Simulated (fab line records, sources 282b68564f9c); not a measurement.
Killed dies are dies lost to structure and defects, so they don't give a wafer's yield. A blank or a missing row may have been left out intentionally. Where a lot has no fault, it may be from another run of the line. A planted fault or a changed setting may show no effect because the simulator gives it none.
fab line records | flow rit_cmos
record: lots: 5 | wafers: 23
route steps=202 shown SPACER@128 NSD@139 SILICIDE@162 CONTACT@175 M1@184
start_h: the number of hours between the record's first day and the start of the first shown wafer of the lot | wait_h: hours elapsed since this lot's preceding step | " unchanged from the row above | L1.1+2: one row covering several wafers at once | - value missing, or start not given | * or withheld: withheld | < > ~ a bound
route shown NAME@n: a module of which the file shows steps, and the number in the route of the first | usual: average and standard deviation across the fault-free wafers | same: alike in all rows | chamber/n: place in a boat | sites: per-site readings | _std_site: how widely they spread, as a standard deviation | _edge_site: outer sites' mean less inner sites' | radius_mm: for every site, how far away it sits from the centre of the wafer | mask NAME#n: copy n | behind: tool/chamber where the wafer was last shaped | hold: the reason the lot was held/the length of the hold in hours/how it ended | device: names the non-switching transistor (n, p or np) | end of line: tests of these same wafers at the route's end | for a step that has no rows: nothing shown but its recipe | killed: dies lost to structure and defects at the first sort, not the wafer's yield | map: dies across one wafer; x = killed, . = not, _ = none there
set.NAME: the setting as run; set.NAME@STEP: as run at that earlier step | model.NAME: the simulator's own value behind a step, which no gauge read
lots run with intentionally changed settings; tables by step, rows by wafer
== steps ==
step: RIT_SPACER_CVD_03
recipe: material: Si3N4 | target_thk_nm: 250 | temp_c: 810 | precursor: SiH2Cl2/NH3 | time_s: 3300 | pressure_mtorr: 300 | sih2cl2_flow_sccm: 60 | nh3_flow_sccm: 150
lot.wafer | tool     | chamber | start_h | wait_h | set.sih2cl2_flow_sccm | model.Si3N4_of_SPACER_CVD_03.thk_nm
L074.2+5  | -        | -       | -       | 0.0    | 51.15                 | 243.3
L074.3    | "        | -       | "       | "      | 51.15                 | 242
L074.4    | "        | -       | "       | "      | 51.15                 | 241.2
L074.6    | "        | -       | "       | "      | 51.15                 | 241.6
L078.1    | -        | -       | -       | 0.0    | 57.01                 | 244.8
L078.2    | "        | -       | "       | "      | 57.01                 | 246.6
L078.3    | "        | -       | "       | "      | 57.01                 | 247.5
L078.4    | "        | -       | "       | "      | 57.01                 | 245.3
L078.6    | "        | -       | "       | "      | 57.01                 | 246.1
L082.1    | lpcvd-01 | 0       | 94.44   | 0.0    | 60                    | 249.2
L082.4    | "        | 0       | "       | "      | 60                    | 247.8
L082.5    | "        | 0       | "       | "      | 60                    | 248.9
L083.1    | -        | -       | -       | 0.0    | 68.36                 | 257.6
L083.2    | "        | -       | "       | "      | 68.36                 | 257.5
L083.3    | "        | -       | "       | "      | 68.36                 | 260.4
L083.4    | "        | -       | "       | "      | 68.36                 | 259.5
L083.5    | "        | -       | "       | "      | 68.36                 | 258.3
L085.1    | -        | -       | -       | 0.0    | 60                    | 252.4
L085.2    | "        | -       | "       | "      | 60                    | 250
L085.3    | "        | -       | "       | "      | 60                    | 249.1
L085.4    | "        | -       | "       | "      | 60                    | 250.5
L085.6    | "        | -       | "       | "      | 60                    | 251.8
step: RIT_SPACER_THK_MEAS_04
recipe: reads: Si3N4_of_SPACER_CVD_03
usual: SPACER_NITRIDE_THK: 249.9/1.5
lot.wafer | tool          | chamber | start_h | wait_h | set.sih2cl2_flow_sccm@SPACER_CVD_03 | SPACER_NITRIDE_THK[nm]
L074.2    | film_metro-02 | -       | -       | -      | 51.15                               | 243.4
L074.3    | "             | -       | "       | "      | 51.15                               | 242.0
L074.4    | "             | -       | "       | "      | 51.15                               | 241.5
L074.5    | "             | -       | "       | "      | 51.15                               | 243.2
L074.6    | "             | -       | "       | "      | 51.15                               | 241.7
L078.1    | film_metro-04 | -       | -       | -      | 57.01                               | 244.8
L078.2    | "             | -       | "       | "      | 57.01                               | 246.5
L078.3    | "             | -       | "       | "      | 57.01                               | 247.7
L078.4    | "             | -       | "       | "      | 57.01                               | 245.6
L078.6    | "             | -       | "       | "      | 57.01                               | 246.0
L082.1    | film_metro-04 | -       | 96.36   | 0.0    | 60                                  | 249.3
L082.4    | "             | -       | "       | "      | 60                                  | 247.6
L082.5    | "             | -       | "       | "      | 60                                  | 249.1
L083.1    | film_metro-04 | -       | -       | -      | 68.36                               | 257.5
L083.2    | "             | -       | "       | "      | 68.36                               | 257.4
L083.3    | "             | -       | "       | "      | 68.36                               | 260.4
L083.4    | "             | -       | "       | "      | 68.36                               | 259.5
L083.5    | "             | -       | "       | "      | 68.36                               | 258.2
L085.1    | film_metro-03 | -       | -       | -      | 60                                  | 252.4
L085.2    | "             | -       | "       | "      | 60                                  | 249.8
L085.3    | "             | -       | "       | "      | 60                                  | 249.3
L085.4    | "             | -       | "       | "      | 60                                  | 250.6
L085.6    | "             | -       | "       | "      | 60                                  | 252.0
step: RIT_SPACER_ETCHBACK_05
recipe: target_depth_a: 2500 | SF6_flow_sccm: 30 | CHF3_flow_sccm: 30 | target: Si3N4 | chemistry: SF6/CHF3 | pressure_mtorr: 40 | rf_w: 250 | time_s: 240 | stop_on: SiO2
lot.wafer | tool        | chamber | start_h | wait_h | set.sih2cl2_flow_sccm@SPACER_CVD_03 | model.Si3N4_of_SPACER_CVD_03.thk_nm | model.etch.depth_nm
L074.2    | rie_diel-01 | 2       | 50.95   | 0.0    | 51.15                               | 191.2                               | -
L074.3    | "           | 0       | "       | "      | 51.15                               | 190                                 | -
L074.4    | "           | 3       | "       | "      | 51.15                               | 188.7                               | 241.2
L074.5    | "           | 2       | "       | "      | 51.15                               | 191                                 | -
L074.6    | "           | 3       | "       | "      | 51.15                               | 189.7                               | 241.6
L078.1    | rie_diel-04 | 1       | 68.83   | 0.1    | 57.01                               | 192.9                               | 244.8
L078.2    | "           | 2       | "       | "      | 57.01                               | 193.9                               | -
L078.3    | "           | 3       | "       | "      | 57.01                               | 194.8                               | -
L078.4    | "           | 0       | "       | "      | 57.01                               | 193.3                               | -
L078.6    | "           | 1       | "       | "      | 57.01                               | 193.8                               | 246.1
L082.1    | rie_diel-01 | 3       | 96.42   | 0.1    | 60                                  | 194.7                               | 249.2
L082.4    | "           | 2       | "       | "      | 60                                  | 193.7                               | 247.8
L082.5    | "           | 0       | "       | "      | 60                                  | 194.9                               | 248.9
L083.1    | rie_diel-04 | 2       | 101.13  | 0.1    | 68.36                               | 201.4                               | -
L083.2    | "           | 3       | "       | "      | 68.36                               | 201.8                               | 257.5
L083.3    | "           | 0       | "       | "      | 68.36                               | 204.1                               | 260.4
L083.4    | "           | 3       | "       | "      | 68.36                               | 203                                 | -
L083.5    | "           | 0       | "       | "      | 68.36                               | 202.3                               | 258.3
L085.1    | rie_diel-01 | 2       | 112.03  | 0.1    | 60                                  | 198.3                               | 252.4
L085.2    | "           | 1       | "       | "      | 60                                  | 195.6                               | 250
L085.3    | "           | 0       | "       | "      | 60                                  | 195.3                               | 249.1
L085.4    | "           | 3       | "       | "      | 60                                  | 196.7                               | 250.5
L085.6    | "           | 3       | "       | "      | 60                                  | 197.7                               | 251.8
step: RIT_NSD_IMPLANT_08
recipe: species: P | energy_kev: 25 | dose_cm2: 1e+15 | tilt_deg: 7
lot.wafer      | tool         | chamber | start_h | wait_h | set.energy_kev | model.implant.drp_nm
L074.2+6       | implanter-01 | 0       | 52.29   | 0.1    | 25.48          | 15.01
L074.3+4+5     | "            | 0       | "       | "      | 25             | 14.84
L078.1+2+6     | implanter-02 | 0       | 70.14   | 0.1    | 25             | 14.84
L078.3+4       | "            | 0       | "       | "      | 25.75          | 15.1
L082.1+4+5     | implanter-03 | 0       | 97.77   | 0.1    | 25             | 14.84
L083.1+2+3+4+5 | implanter-01 | 0       | 102.31  | 0.1    | 25             | 14.84
L085.1+2+3+4+6 | implanter-01 | 0       | 113.29  | 0.1    | 25             | 14.84
step: RIT_SILICIDE_SPUTTER_01
recipe: material: Ti | target_thk_nm: 30 | power_w: 350 | chamber_pressure_pa: 0.667 | gas: Ar | time_s: 240 | substrate_temp_c: 25
lot.wafer | tool           | chamber | start_h | wait_h | set.power_w | model.Ti_of_SILICIDE_SPUTTER_01.thk_nm
L074.2    | pvd_sputter-04 | -       | 55.08   | 0.0    | 350         | 29.69
L074.3    | "              | -       | "       | "      | 313.2       | 26.69
L074.4    | "              | -       | "       | "      | 350         | 30.06
L074.5    | "              | -       | "       | "      | 350         | 29.77
L074.6    | "              | -       | "       | "      | 313.2       | 26.57
L078.1    | pvd_sputter-04 | -       | 72.87   | 0.0    | 350         | 29.7
L078.2    | "              | -       | "       | "      | 374.1       | 32.13
L078.3    | "              | -       | "       | "      | 374.1       | 31.91
L078.4    | "              | -       | "       | "      | 350         | 29.87
L078.6    | "              | -       | "       | "      | 374.1       | 32.11
L082.1    | pvd_sputter-04 | -       | 100.54  | 0.0    | 350         | 29.98
L082.4    | "              | -       | "       | "      | 350         | 29.95
L082.5    | "              | -       | "       | "      | 350         | 30.13
L083.1    | pvd_sputter-03 | -       | 105.18  | 0.0    | 350         | 30.36
L083.2    | "              | -       | "       | "      | 309.2       | 26.52
L083.3    | "              | -       | "       | "      | 309.2       | 26.89
L083.4    | "              | -       | "       | "      | 309.2       | 27.28
L083.5    | "              | -       | "       | "      | 350         | 30.42
L085.1    | pvd_sputter-03 | -       | 116.19  | 0.0    | 330.1       | 28.23
L085.2    | "              | -       | "       | "      | 330.1       | 28.41
L085.3    | "              | -       | "       | "      | 330.1       | 28.61
L085.4    | "              | -       | "       | "      | 350         | 30.46
L085.6    | "              | -       | "       | "      | 350         | 29.88
step: RIT_SILICIDE_RS_MEAS_02
recipe: thk_meas_gauge: four-point-probe | reads: Ti_of_SILICIDE_SPUTTER_01
usual: SILICIDE_TI_RS: 47.7/0.49
lot.wafer | tool          | chamber | start_h | wait_h | set.power_w@SILICIDE_SPUTTER_01 | SILICIDE_TI_RS[ohm/sq]
L074.2    | film_metro-02 | -       | 55.25   | 0.1    | 350                             | 48.5
L074.3    | "             | -       | "       | "      | 313.2                           | 55.5
L074.4    | "             | -       | "       | "      | 350                             | 47.9
L074.5    | "             | -       | "       | "      | 350                             | 48.4
L074.6    | "             | -       | "       | "      | 313.2                           | 55.8
L078.1    | film_metro-02 | -       | 73.02   | 0.1    | 350                             | 48.4
L078.2    | "             | -       | "       | "      | 374.1                           | 43.9
L078.3    | "             | -       | "       | "      | 374.1                           | 44.4
L078.4    | "             | -       | "       | "      | 350                             | 48.2
L078.6    | "             | -       | "       | "      | 374.1                           | 43.9
L082.1    | film_metro-02 | -       | 100.69  | 0.1    | 350                             | 47.9
L082.4    | "             | -       | "       | "      | 350                             | 48.1
L082.5    | "             | -       | "       | "      | 350                             | 47.6
L083.1    | film_metro-02 | -       | 105.33  | 0.1    | 350                             | 47.3
L083.2    | "             | -       | "       | "      | 309.2                           | 56.0
L083.3    | "             | -       | "       | "      | 309.2                           | 54.9
L083.4    | "             | -       | "       | "      | 309.2                           | 53.9
L083.5    | "             | -       | "       | "      | 350                             | 47.1
L085.1    | film_metro-01 | -       | 116.34  | 0.1    | 330.1                           | 51.7
L085.2    | "             | -       | "       | "      | 330.1                           | 51.2
L085.3    | "             | -       | "       | "      | 330.1                           | 50.8
L085.4    | "             | -       | "       | "      | 350                             | 47.0
L085.6    | "             | -       | "       | "      | 350                             | 48.1
step: RIT_SILICIDE_THK_MEAS_03
recipe: thk_meas_gauge: xrf | reads: Ti_of_SILICIDE_SPUTTER_01
usual: SILICIDE_TI_THK: 30.06/0.26
lot.wafer | tool          | chamber | start_h | wait_h | set.power_w@SILICIDE_SPUTTER_01 | SILICIDE_TI_THK[nm]
L074.2    | film_metro-02 | -       | 55.36   | 0.1    | 350                             | 29.68
L074.3    | "             | -       | "       | "      | 313.2                           | 26.77
L074.4    | "             | -       | "       | "      | 350                             | 30.19
L074.5    | "             | -       | "       | "      | 350                             | 29.74
L074.6    | "             | -       | "       | "      | 313.2                           | 26.61
L078.1    | film_metro-02 | -       | 73.14   | 0.1    | 350                             | 29.88
L078.2    | "             | -       | "       | "      | 374.1                           | 32.02
L078.3    | "             | -       | "       | "      | 374.1                           | 31.87
L078.4    | "             | -       | "       | "      | 350                             | 29.99
L078.6    | "             | -       | "       | "      | 374.1                           | 32.19
L082.1    | film_metro-02 | -       | 100.81  | 0.1    | 350                             | 29.93
L082.4    | "             | -       | "       | "      | 350                             | 29.80
L082.5    | "             | -       | "       | "      | 350                             | 30.08
L083.1    | film_metro-02 | -       | 105.45  | 0.1    | 350                             | 30.40
L083.2    | "             | -       | "       | "      | 309.2                           | 26.47
L083.3    | "             | -       | "       | "      | 309.2                           | 26.75
L083.4    | "             | -       | "       | "      | 309.2                           | 27.35
L083.5    | "             | -       | "       | "      | 350                             | 30.44
L085.1    | film_metro-01 | -       | 116.46  | 0.1    | 330.1                           | 28.03
L085.2    | "             | -       | "       | "      | 330.1                           | 28.26
L085.3    | "             | -       | "       | "      | 330.1                           | 28.45
L085.4    | "             | -       | "       | "      | 350                             | 30.29
L085.6    | "             | -       | "       | "      | 350                             | 29.77
step: RIT_CONTACT_DEVELOP_07
recipe: resist: NOVOLAK | develop_time_s: 120 | dev_temp_c: 23
lot.wafer      | tool           | chamber | start_h | wait_h | set.develop_time_s
L074.2+3+4+5+6 | litho_track-01 | 0       | -       | -      | 120
L078.1+4+6     | litho_track-03 | 0       | -       | -      | 106.8
L078.2+3       | "              | 0       | "       | "      | 120
L082.1+4+5     | litho_track-04 | 0       | -       | -      | 120
L083.1+3+5     | litho_track-03 | 0       | -       | -      | 130.9
L083.2+4       | "              | 0       | "       | "      | 120
L085.1+4       | litho_track-03 | 0       | -       | -      | 120
L085.2+3+6     | "              | 0       | "       | "      | 127.9
step: RIT_CONTACT_CD_MEAS_08
recipe: target_cd_nm: 1000
usual: cd_nm: 997.8/2.2
lot.wafer | tool      | chamber | start_h | wait_h | set.develop_time_s@CONTACT_DEVELOP_07 | cd_nm
L074.2    | cd_sem-01 | -       | 56.80   | -      | 120                                   | 1001.6
L074.3    | "         | -       | "       | "      | 120                                   | 1001.0
L074.4    | "         | -       | "       | "      | 120                                   | 1000.0
L074.5    | "         | -       | "       | "      | 120                                   | 999.8
L074.6    | "         | -       | "       | "      | 120                                   | 1002.6
L078.1    | cd_sem-02 | -       | 74.58   | -      | 106.8                                 | 987.0
L078.2    | "         | -       | "       | "      | 120                                   | 995.9
L078.3    | "         | -       | "       | "      | 120                                   | 997.6
L078.4    | "         | -       | "       | "      | 106.8                                 | 987.2
L078.6    | "         | -       | "       | "      | 106.8                                 | 986.7
L082.1    | cd_sem-02 | -       | 102.25  | -      | 120                                   | 996.9
L082.4    | "         | -       | "       | "      | 120                                   | 998.0
L082.5    | "         | -       | "       | "      | 120                                   | 997.2
L083.1    | cd_sem-02 | -       | 106.94  | -      | 130.9                                 | 1006.4
L083.2    | "         | -       | "       | "      | 120                                   | 1000.7
L083.3    | "         | -       | "       | "      | 130.9                                 | 1005.8
L083.4    | "         | -       | "       | "      | 120                                   | 1000.9
L083.5    | "         | -       | "       | "      | 130.9                                 | 1006.4
L085.1    | cd_sem-02 | -       | 117.92  | -      | 120                                   | 998.4
L085.2    | "         | -       | "       | "      | 127.9                                 | 1002.7
L085.3    | "         | -       | "       | "      | 127.9                                 | 1004.3
L085.4    | "         | -       | "       | "      | 120                                   | 998.1
L085.6    | "         | -       | "       | "      | 127.9                                 | 1000.9
step: RIT_CONTACT_HARDBAKE_10
recipe: resist: NOVOLAK | temp_c: 140 | time_s: 60
step: RIT_CONTACT_ETCH_11
recipe: target_depth_a: 4800 | over_etch_frac: 0.2 | stop_on: TiSi2 | chemistry: CHF3/CF4/Ar | target: SiO2 | CHF3_flow_sccm: 50 | cf4_flow_sccm: 10 | Ar_flow_sccm: 100 | O2_flow_sccm: 5 | pressure_mtorr: 100 | rf_w: 200 | time_s: 320
lot.wafer | tool        | chamber | start_h | wait_h | set.develop_time_s@CONTACT_DEVELOP_07 | model.CONTACT.cd_nm
L074.2    | rie_diel-03 | 2       | 57.08   | 0.1    | 120                                   | 1002
L074.3    | "           | 1       | "       | "      | 120                                   | 1001
L074.4+5  | "           | 3       | "       | "      | 120                                   | 1000
L074.6    | "           | 0       | "       | "      | 120                                   | 1003
L078.1    | rie_diel-02 | 0       | 74.89   | 0.1    | 106.8                                 | 986.9
L078.2    | "           | 1       | "       | "      | 120                                   | 996.8
L078.3    | "           | 3       | "       | "      | 120                                   | 997.9
L078.4+6  | "           | 2,3     | "       | "      | 106.8                                 | 987.2
L082.1    | rie_diel-03 | 1       | 102.56  | 0.1    | 120                                   | 996.9
L082.4    | "           | 0       | "       | "      | 120                                   | 997.9
L082.5    | "           | 1       | "       | "      | 120                                   | 997.6
L083.1    | rie_diel-02 | 1       | 107.24  | 0.1    | 130.9                                 | 1007
L083.2+4  | "           | 2,3     | "       | "      | 120                                   | 1001
L083.3+5  | "           | 0,3     | "       | "      | 130.9                                 | 1006
L085.1    | rie_diel-02 | 3       | 118.27  | 0.1    | 120                                   | 998.3
L085.2+3  | "           | 1,0     | "       | "      | 127.9                                 | 1004
L085.4    | "           | 3       | "       | "      | 120                                   | 997.9
L085.6    | "           | 0       | "       | "      | 127.9                                 | 1001
step: RIT_CONTACT_STRIP_12
recipe: chemistry: O2 | time_s: 180 | resist: NOVOLAK | platen_temp_c: withheld | power_w: 500 | pressure_mtorr: 4000 | o2_flow_sccm: 4000
step: RIT_CONTACT_CD_MEAS_90
recipe: target_cd_nm: 1000
usual: cd_nm: 998.0/2.1
lot.wafer | tool      | chamber | start_h | wait_h | set.develop_time_s@CONTACT_DEVELOP_07 | cd_nm
L074.2    | cd_sem-01 | -       | 57.47   | 0.1    | 120                                   | 1001.7
L074.3    | "         | -       | "       | "      | 120                                   | 1001.1
L074.4    | "         | -       | "       | "      | 120                                   | 999.7
L074.5    | "         | -       | "       | "      | 120                                   | 999.8
L074.6    | "         | -       | "       | "      | 120                                   | 1002.4
L078.1    | cd_sem-02 | -       | 75.25   | 0.1    | 106.8                                 | 987.0
L078.2    | "         | -       | "       | "      | 120                                   | 996.7
L078.3    | "         | -       | "       | "      | 120                                   | 998.0
L078.4    | "         | -       | "       | "      | 106.8                                 | 987.4
L078.6    | "         | -       | "       | "      | 106.8                                 | 987.0
L082.1    | cd_sem-01 | -       | 102.93  | 0.1    | 120                                   | 996.9
L082.4    | "         | -       | "       | "      | 120                                   | 998.1
L082.5    | "         | -       | "       | "      | 120                                   | 997.5
L083.1    | cd_sem-01 | -       | 107.61  | 0.1    | 130.9                                 | 1007.1
L083.2    | "         | -       | "       | "      | 120                                   | 1000.8
L083.3    | "         | -       | "       | "      | 130.9                                 | 1006.0
L083.4    | "         | -       | "       | "      | 120                                   | 1001.0
L083.5    | "         | -       | "       | "      | 130.9                                 | 1006.5
L085.1    | cd_sem-01 | -       | 118.64  | 0.1    | 120                                   | 998.0
L085.2    | "         | -       | "       | "      | 127.9                                 | 1003.7
L085.3    | "         | -       | "       | "      | 127.9                                 | 1003.6
L085.4    | "         | -       | "       | "      | 120                                   | 997.8
L085.6    | "         | -       | "       | "      | 127.9                                 | 1000.8
step: RIT_M1_SPUTTER_00
recipe: material: Al | target_thk_nm: 400 | power_w: 2000 | chamber_pressure_pa: 0.4 | gas: Ar | time_s: 500 | substrate_temp_c: 25
lot.wafer | tool           | chamber | start_h | wait_h | set.time_s | model.Al_of_M1_SPUTTER_00.thk_nm
L074.2    | pvd_sputter-02 | -       | 57.92   | 0.0    | 436.6      | 348
L074.3    | "              | -       | "       | "      | 436.6      | 352.7
L074.4    | "              | -       | "       | "      | 500        | 401
L074.5    | "              | -       | "       | "      | 436.6      | 350.2
L074.6    | "              | -       | "       | "      | 500        | 398.6
L078.1    | pvd_sputter-01 | -       | 75.90   | 0.0    | 500        | 392.1
L078.2    | "              | -       | "       | "      | 556        | 444.5
L078.3    | "              | -       | "       | "      | 556        | 437.4
L078.4    | "              | -       | "       | "      | 556        | 440.6
L078.6    | "              | -       | "       | "      | 500        | 392.3
L082.1    | pvd_sputter-01 | -       | 103.40  | 0.0    | 500        | 401
L082.4    | "              | -       | "       | "      | 500        | 395.9
L082.5    | "              | -       | "       | "      | 500        | 398.7
L083.1    | pvd_sputter-02 | -       | 108.08  | 0.0    | 555.1      | 444.8
L083.2    | "              | -       | "       | "      | 500        | 401.4
L083.3    | "              | -       | "       | "      | 500        | 397.8
L083.4    | "              | -       | "       | "      | 555.1      | 445.7
L083.5    | "              | -       | "       | "      | 500        | 398.3
L085.1+6  | pvd_sputter-02 | -       | 119.12  | 0.0    | 500        | 398
L085.2    | "              | -       | "       | "      | 500        | 401.7
L085.3    | "              | -       | "       | "      | 500        | 399.4
L085.4    | "              | -       | "       | "      | 500        | 400.7
step: RIT_M1_RS_MEAS_01
recipe: thk_meas_gauge: four-point-probe | reads: Al_of_M1_SPUTTER_00
usual: M1_AL_RS: 0.0737/0.00076
lot.wafer | tool          | chamber | start_h | wait_h | set.time_s@M1_SPUTTER_00 | M1_AL_RS[ohm/sq]
L074.2    | film_metro-03 | -       | 58.24   | 0.2    | 436.6                    | 0.0846
L074.3    | "             | -       | "       | "      | 436.6                    | 0.0835
L074.4    | "             | -       | "       | "      | 500                      | 0.0733
L074.5    | "             | -       | "       | "      | 436.6                    | 0.0841
L074.6    | "             | -       | "       | "      | 500                      | 0.0736
L078.1    | film_metro-01 | -       | 76.19   | 0.1    | 500                      | 0.0749
L078.2    | "             | -       | "       | "      | 556                      | 0.0660
L078.3    | "             | -       | "       | "      | 556                      | 0.0670
L078.4    | "             | -       | "       | "      | 556                      | 0.0668
L078.6    | "             | -       | "       | "      | 500                      | 0.0749
L082.1    | film_metro-03 | -       | 103.69  | 0.1    | 500                      | 0.0731
L082.4    | "             | -       | "       | "      | 500                      | 0.0741
L082.5    | "             | -       | "       | "      | 500                      | 0.0736
L083.1    | film_metro-01 | -       | 108.38  | 0.1    | 555.1                    | 0.0658
L083.2    | "             | -       | "       | "      | 500                      | 0.0732
L083.3    | "             | -       | "       | "      | 500                      | 0.0738
L083.4    | "             | -       | "       | "      | 555.1                    | 0.0658
L083.5    | "             | -       | "       | "      | 500                      | 0.0737
L085.1    | film_metro-03 | -       | 119.42  | 0.1    | 500                      | 0.0738
L085.2    | "             | -       | "       | "      | 500                      | 0.0731
L085.3    | "             | -       | "       | "      | 500                      | 0.0735
L085.4    | "             | -       | "       | "      | 500                      | 0.0732
L085.6    | "             | -       | "       | "      | 500                      | 0.0738
step: RIT_M1_THK_MEAS_02
recipe: thk_meas_gauge: xrf | reads: Al_of_M1_SPUTTER_00
usual: M1_AL_THK: 398/4.4
lot.wafer | tool          | chamber | start_h | wait_h | set.time_s@M1_SPUTTER_00 | M1_AL_THK[nm]
L074.2    | film_metro-03 | -       | 58.35   | 0.1    | 436.6                    | 348
L074.3    | "             | -       | "       | "      | 436.6                    | 350
L074.4    | "             | -       | "       | "      | 500                      | 400
L074.5    | "             | -       | "       | "      | 436.6                    | 348
L074.6    | "             | -       | "       | "      | 500                      | 398
L078.1    | film_metro-01 | -       | 76.31   | 0.1    | 500                      | 393
L078.2    | "             | -       | "       | "      | 556                      | 444
L078.3    | "             | -       | "       | "      | 556                      | 435
L078.4    | "             | -       | "       | "      | 556                      | 444
L078.6    | "             | -       | "       | "      | 500                      | 391
L082.1    | film_metro-03 | -       | 103.81  | 0.1    | 500                      | 401
L082.4    | "             | -       | "       | "      | 500                      | 395
L082.5    | "             | -       | "       | "      | 500                      | 401
L083.1    | film_metro-01 | -       | 108.50  | 0.1    | 555.1                    | 443
L083.2    | "             | -       | "       | "      | 500                      | 401
L083.3    | "             | -       | "       | "      | 500                      | 398
L083.4    | "             | -       | "       | "      | 555.1                    | 447
L083.5    | "             | -       | "       | "      | 500                      | 396
L085.1    | film_metro-03 | -       | 119.54  | 0.1    | 500                      | 400
L085.2    | "             | -       | "       | "      | 500                      | 400
L085.3    | "             | -       | "       | "      | 500                      | 399
L085.4    | "             | -       | "       | "      | 500                      | 400
L085.6    | "             | -       | "       | "      | 500                      | 400
step: RIT_M1_EXPOSE_06
recipe: mask_id: M12 | na: 0.6 | source_shape: conventional | sigma_outer: 0.5 | target_cd_nm: 2600 | dose_mj: 250
lot.wafer  | tool             | chamber | start_h | wait_h | mask  | set.dose_mj
L074.2+4+6 | iline_stepper-01 | 0       | 58.87   | 0.1    | M12#0 | 250
L074.3+5   | "                | 0       | "       | "      | M12#0 | 243.8
L078.1+2+6 | iline_stepper-01 | 0       | 76.95   | 0.2    | M12#0 | 250
L078.3+4   | "                | 0       | "       | "      | M12#0 | 241.3
L082.1+4+5 | iline_stepper-01 | 0       | 104.45  | 0.2    | M12#0 | 250
L083.1+4+5 | iline_stepper-02 | 0       | 109.13  | 0.2    | M12#0 | 250
L083.2+3   | "                | 0       | "       | "      | M12#0 | 265.8
L085.1+4+6 | iline_stepper-01 | 0       | 120.17  | 0.2    | M12#0 | 268.2
L085.2+3   | "                | 0       | "       | "      | M12#0 | 250
step: RIT_M1_PEB_07
recipe: resist: NOVOLAK | temp_c: withheld | time_s: withheld
step: RIT_M1_DEVELOP_08
recipe: resist: NOVOLAK | develop_time_s: 68 | dev_temp_c: 23
step: RIT_M1_CD_MEAS_09
recipe: target_cd_nm: 2600
usual: cd_nm: 2600.3/2.6
lot.wafer | tool      | chamber | start_h | wait_h | set.dose_mj@M1_EXPOSE_06 | cd_nm
L074.2    | cd_sem-02 | -       | 59.30   | -      | 250                      | 2601.8
L074.3    | "         | -       | "       | "      | 243.8                    | 2609.1
L074.4    | "         | -       | "       | "      | 250                      | 2601.0
L074.5    | "         | -       | "       | "      | 243.8                    | 2606.7
L074.6    | "         | -       | "       | "      | 250                      | 2601.8
L078.1    | cd_sem-02 | -       | 77.38   | -      | 250                      | 2601.9
L078.2    | "         | -       | "       | "      | 250                      | 2601.7
L078.3    | "         | -       | "       | "      | 241.3                    | 2612.4
L078.4    | "         | -       | "       | "      | 241.3                    | 2611.1
L078.6    | "         | -       | "       | "      | 250                      | 2602.2
L082.1    | cd_sem-01 | -       | 104.88  | -      | 250                      | 2605.3
L082.4    | "         | -       | "       | "      | 250                      | 2606.2
L082.5    | "         | -       | "       | "      | 250                      | 2607.0
L083.1    | cd_sem-02 | -       | 109.56  | -      | 250                      | 2596.9
L083.2    | "         | -       | "       | "      | 265.8                    | 2578.6
L083.3    | "         | -       | "       | "      | 265.8                    | 2581.4
L083.4    | "         | -       | "       | "      | 250                      | 2598.0
L083.5    | "         | -       | "       | "      | 250                      | 2596.4
L085.1    | cd_sem-01 | -       | 120.60  | -      | 268.2                    | 2578.0
L085.2    | "         | -       | "       | "      | 250                      | 2598.0
L085.3    | "         | -       | "       | "      | 250                      | 2599.0
L085.4    | "         | -       | "       | "      | 268.2                    | 2578.2
L085.6    | "         | -       | "       | "      | 268.2                    | 2579.3
== key ==
split: step: RIT_SPACER_CVD_03 | setting: sih2cl2_flow_sccm | stated: 60 | by: lot
response: step: RIT_SPACER_CVD_03 | reading: model.Si3N4_of_SPACER_CVD_03.thk_nm | change: +0.582 | per: 1% | r: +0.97
response: step: RIT_SPACER_THK_MEAS_04 | reading: SPACER_NITRIDE_THK | change: +0.579 | per: 1% | r: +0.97
response: step: RIT_SPACER_ETCHBACK_05 | reading: model.Si3N4_of_SPACER_CVD_03.thk_nm | change: +0.435 | per: 1% | r: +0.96
response: step: RIT_SPACER_ETCHBACK_05 | reading: model.etch.depth_nm | change: +0.622 | per: 1% | r: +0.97
split: step: RIT_NSD_IMPLANT_08 | setting: energy_kev | stated: 25 | by: wafer
response: step: RIT_NSD_IMPLANT_08 | reading: model.implant.drp_nm | change: +0.089 | per: 1% | r: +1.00
split: step: RIT_SILICIDE_SPUTTER_01 | setting: power_w | stated: 350 | by: wafer
response: step: RIT_SILICIDE_SPUTTER_01 | reading: model.Ti_of_SILICIDE_SPUTTER_01.thk_nm | change: +0.307 | per: 1% | r: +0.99
response: step: RIT_SILICIDE_RS_MEAS_02 | reading: SILICIDE_TI_RS | change: -0.669 | per: 1% | r: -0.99
response: step: RIT_SILICIDE_THK_MEAS_03 | reading: SILICIDE_TI_THK | change: +0.305 | per: 1% | r: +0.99
split: step: RIT_CONTACT_DEVELOP_07 | setting: develop_time_s | stated: 120 | by: wafer
response: step: RIT_CONTACT_CD_MEAS_08 | reading: cd_nm | change: +0.754 | per: 1% | r: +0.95
response: step: RIT_CONTACT_ETCH_11 | reading: model.CONTACT.cd_nm | change: +0.782 | per: 1% | r: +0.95
response: step: RIT_CONTACT_CD_MEAS_90 | reading: cd_nm | change: +0.79 | per: 1% | r: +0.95
split: step: RIT_M1_SPUTTER_00 | setting: time_s | stated: 500 | by: wafer
response: step: RIT_M1_SPUTTER_00 | reading: model.Al_of_M1_SPUTTER_00.thk_nm | change: +4.12 | per: 1% | r: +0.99
response: step: RIT_M1_RS_MEAS_01 | reading: M1_AL_RS | change: -0.00077 | per: 1% | r: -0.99
response: step: RIT_M1_THK_MEAS_02 | reading: M1_AL_THK | change: +4.17 | per: 1% | r: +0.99
split: step: RIT_M1_EXPOSE_06 | setting: dose_mj | stated: 250 | by: wafer
response: step: RIT_M1_CD_MEAS_09 | reading: cd_nm | change: -2.73 | per: 1% | r: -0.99
